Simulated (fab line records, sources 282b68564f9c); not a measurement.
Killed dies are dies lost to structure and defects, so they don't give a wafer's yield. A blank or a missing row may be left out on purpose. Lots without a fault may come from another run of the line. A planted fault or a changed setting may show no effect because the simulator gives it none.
Which tool did it? | flow rit_cmos | 13 lots, 39 wafers sampled, at 3 steps of a route of 202

WHAT THE GAUGES READ, wafer by wafer
RIT_ACTIVE_CD_MEAS_11: target cd 1400 nm. Usual: cd_nm 1399.7 nm, standard deviation 2.5.
lot  | measured    | on        | cd_nm (nm)           | flag
L969 | day 1 14:26 | cd_sem-02 | 1400.7 1400.2 1400.9 |
L970 | day 1 21:26 | cd_sem-02 | 1394.0 1397.1 1394.9 |
L971 | day 2 02:08 | cd_sem-01 | 1397.3 1395.4 1395.5 |
L974 | day 2 16:43 | cd_sem-01 | 1399.1 1396.9 1397.8 |
L976 | day 3 01:58 | cd_sem-02 | 1397.0 1398.1 1396.4 |
L978 | day 3 12:19 | cd_sem-02 | 1401.7 1400.9 1402.0 |
L979 | day 3 16:28 | cd_sem-02 | 1400.5 1401.2 1399.4 |
L980 | day 3 22:10 | cd_sem-02 | 1403.5 1401.5 1400.6 |
L982 | day 4 10:17 | cd_sem-02 | 1402.9 1403.8 1401.7 |
L984 | day 4 18:17 | cd_sem-02 | 1400.7 1398.2 1399.3 |
L985 | day 4 22:26 | cd_sem-02 | 1402.2 1396.7 1399.4 |
L989 | day 5 19:20 | cd_sem-02 | 1392.9 1393.6 1393.3 |
L992 | day 6 09:46 | cd_sem-02 | 1399.2 1400.4 1400.6 |

RIT_GATE_CD_MEAS_16: target cd 150 nm. Usual: cd_nm 151.6 nm, standard deviation 2.4.
lot  | measured    | on        | cd_nm (nm)        | flag
L969 | day 2 16:41 | cd_sem-02 | 150.6 149.6 148.7 |
L970 | day 2 18:58 | cd_sem-01 | 150.0 151.5 151.3 |
L971 | day 2 23:44 | cd_sem-02 | 149.7 148.7 148.1 |
L974 | day 3 15:09 | cd_sem-02 | 155.4 153.4 153.8 |
L976 | day 4 00:22 | cd_sem-02 | 152.4 148.4 151.8 |
L978 | day 4 13:15 | cd_sem-01 | 150.8 149.1 150.6 |
L979 | day 4 17:07 | cd_sem-01 | 150.3 149.5 149.3 |
L980 | day 4 22:33 | cd_sem-01 | 148.2 149.3 147.8 |
L982 | day 5 08:02 | cd_sem-02 | 150.1 150.2 152.6 |
L984 | day 5 17:28 | cd_sem-02 | 154.0 152.8 152.8 |
L985 | day 5 21:49 | cd_sem-02 | 149.2 149.6 149.3 |
L989 | day 7 00:26 | cd_sem-02 | 154.4 151.9 152.4 |
L992 | day 7 19:58 | cd_sem-01 | 152.1 152.4 152.3 |

WHICH TOOL RAN EACH LOT (tool, then ch and the chambers of the sampled wafers, then the start)
lot  | RIT_ACTIVE_CLEAN_15
L969 | wet_bench-03 ch 2, day 1 15:08
L970 | wet_bench-02 ch 3, day 1 22:07
L971 | wet_bench-02 ch 3, day 2 02:50
L974 | wet_bench-03 ch 3, day 2 17:25
L976 | wet_bench-03 ch 0, day 3 02:38
L978 | wet_bench-02 ch 3, day 3 13:00
L979 | wet_bench-02 ch 1, day 3 17:10
L980 | wet_bench-03 ch 2, day 3 22:51
L982 | wet_bench-02 ch 0, day 4 10:58
L984 | wet_bench-03 ch 1, day 4 19:10
L985 | wet_bench-02 ch 0, day 4 23:08
L989 | wet_bench-02 ch 1, day 5 20:00
L992 | wet_bench-03 ch 2, day 6 10:28
- RIT_ACTIVE_CLEAN_15: cleans in SC1, time 600 s.

WHAT THE TOOLS THEMSELVES READ (means of the sampled wafers that have a number; where no wafer has one, the mark that the record gives instead)
The record holds no such reading with a usual standard deviation.

THE ANSWER, worked out from the rows above alone
Rule: a lot is off if the mean of its wafers that have a number lies more than 3 standard deviations from the usual mean. A lot without any number at a reading at which 4 lots or more have one is off too. The other lots that the step has rows for count as sound. The gauges are gone through in route order, then the tools' own readings, and for those a lot's mean is taken as printed above. The first step at which some lot is off is used, and at that step the reading that is off furthest; a lot without a number counts as furthest.
No lot is off at any reading shown: from this, nothing can be told.

WHAT THE SIMULATOR HAD PUT IN
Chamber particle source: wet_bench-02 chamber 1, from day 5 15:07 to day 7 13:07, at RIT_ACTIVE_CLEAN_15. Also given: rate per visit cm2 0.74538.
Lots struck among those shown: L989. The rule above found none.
